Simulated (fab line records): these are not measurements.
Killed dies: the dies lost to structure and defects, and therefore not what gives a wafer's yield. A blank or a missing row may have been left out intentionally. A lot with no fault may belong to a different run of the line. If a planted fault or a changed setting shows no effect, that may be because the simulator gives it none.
Split-lot study + flow berkeley_cmos170 + 5 lots, 23 wafers read, on a route of 331 steps

== THE SPLIT ITSELF ==
At UCB170_PWELL_IMPLANT_15, the setting energy_kev was moved away from the recipe's 60 on 12 of the 23 wafers read, by -4.6% to +2.3%. This setting was run at the recipe's value on the other wafers.

The split's own step is where the reading is taken.

== THE READING ==
implant.drp_nm (the simulator's own value, which no gauge read), in nm, at UCB170_PWELL_IMPLANT_15. There is no usual value for it anywhere in the file.

| wafer  | tool, chamber at the split | energy_kev as run | against the recipe | implant.drp_nm, nm | against lot-mates on the recipe |
|--------|----------------------------|-------------------|--------------------|--------------------|---------------------------------|
| L074.1 | implanter-01, 0            | 60                | recipe             | 64.7               | -                               |
| L074.4 | implanter-01, 0            | 60                | recipe             | 64.7               | -                               |
| L074.2 | implanter-01, 0            | 57.72             | -3.8%              | 63.38              | -1.32                           |
| L074.3 | implanter-01, 0            | 57.72             | -3.8%              | 63.38              | -1.32                           |
| L074.5 | implanter-01, 0            | 57.72             | -3.8%              | 63.38              | -1.32                           |
| L077.2 | implanter-01, 0            | 60                | recipe             | 64.7               | -                               |
| L077.5 | implanter-01, 0            | 60                | recipe             | 64.7               | -                               |
| L077.3 | implanter-01, 0            | 57.21             | -4.6%              | 63.07              | -1.63                           |
| L077.4 | implanter-01, 0            | 57.21             | -4.6%              | 63.07              | -1.63                           |
| L077.6 | implanter-01, 0            | 57.21             | -4.6%              | 63.07              | -1.63                           |
| L082.1 | implanter-01, 0            | 60                | recipe             | 64.7               | -                               |
| L082.6 | implanter-01, 0            | 60                | recipe             | 64.7               | -                               |
| L082.2 | implanter-01, 0            | 61.4              | +2.3%              | 65.49              | +0.79                           |
| L082.3 | implanter-01, 0            | 61.4              | +2.3%              | 65.49              | +0.79                           |
| L082.4 | implanter-01, 0            | 61.4              | +2.3%              | 65.49              | +0.79                           |
| L084.1 | implanter-01, 0            | 60                | recipe             | 64.7               | -                               |
| L084.3 | implanter-01, 0            | 60                | recipe             | 64.7               | -                               |
| L084.5 | implanter-01, 0            | 60                | recipe             | 64.7               | -                               |
| L083.1 | implanter-04, 0            | 60                | recipe             | 64.7               | -                               |
| L083.2 | implanter-04, 0            | 60                | recipe             | 64.7               | -                               |
| L083.3 | implanter-04, 0            | 57.72             | -3.8%              | 63.38              | -1.32                           |
| L083.4 | implanter-04, 0            | 57.72             | -3.8%              | 63.38              | -1.32                           |
| L083.5 | implanter-04, 0            | 57.72             | -3.8%              | 63.38              | -1.32                           |

THE FIT
A straight line over all 23 wafers: implant.drp_nm changes by +0.347 nm for each +1% of energy_kev; r = +1.00; the points scatter about the line by 0.0081 nm.
The same after taking each lot's own level away (the mean of its wafers on the recipe; 23 wafers): +0.347 nm for each +1%; r = +1.00; scatter 0.0081 nm.
On that fit, the largest move of energy_kev shifts the reading by 1.6 nm.
The lots' own levels span 64.700 to 64.700 nm.
Hence the lot-to-lot level has little effect on the slope; both slopes agree.
Check: for one of the wafers moved furthest among these (-4.6%), held out of the fit, the line's prediction against its lot-mates is -1.62 nm. Against them it came out at -1.63 nm.

== FURTHER SPLITS ON THESE WAFERS ==
Other splits were also applied to these wafers ahead of the reading. Each is held against what the fit with the lots' levels taken away leaves over:
| other split on the same wafers     | wafers away from the commonest value | r with implant.drp_nm (lot level and that fit taken away) |
|------------------------------------|--------------------------------------|-----------------------------------------------------------|
| UCB170_NWELL_OXIDATION_01 temp_c   | 18                                   | +0.56                                                     |
| UCB170_NWELL_IMPLANT_14 energy_kev | 10                                   | -0.19                                                     |
| UCB170_PWELL_OXIDATION_02 temp_c   | 18                                   | +0.58                                                     |

== THE WHOLE CHAIN: every reading that the file lists as answering this split, in the file's order ==
| step                    | what it does | reading                                                         | change (the file's fit)               | r (the file's) |
|-------------------------|--------------|-----------------------------------------------------------------|---------------------------------------|----------------|
| UCB170_PWELL_IMPLANT_15 |              | implant.rp_nm (the simulator's own value, which no gauge read)  | +1.77 nm for each +1% of the setting  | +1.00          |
| UCB170_PWELL_IMPLANT_15 |              | implant.drp_nm (the simulator's own value, which no gauge read) | +0.348 nm for each +1% of the setting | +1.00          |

== FILE'S OWN FIT ==
implant.drp_nm changes by +0.348 nm for each +1% of energy_kev, r = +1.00.
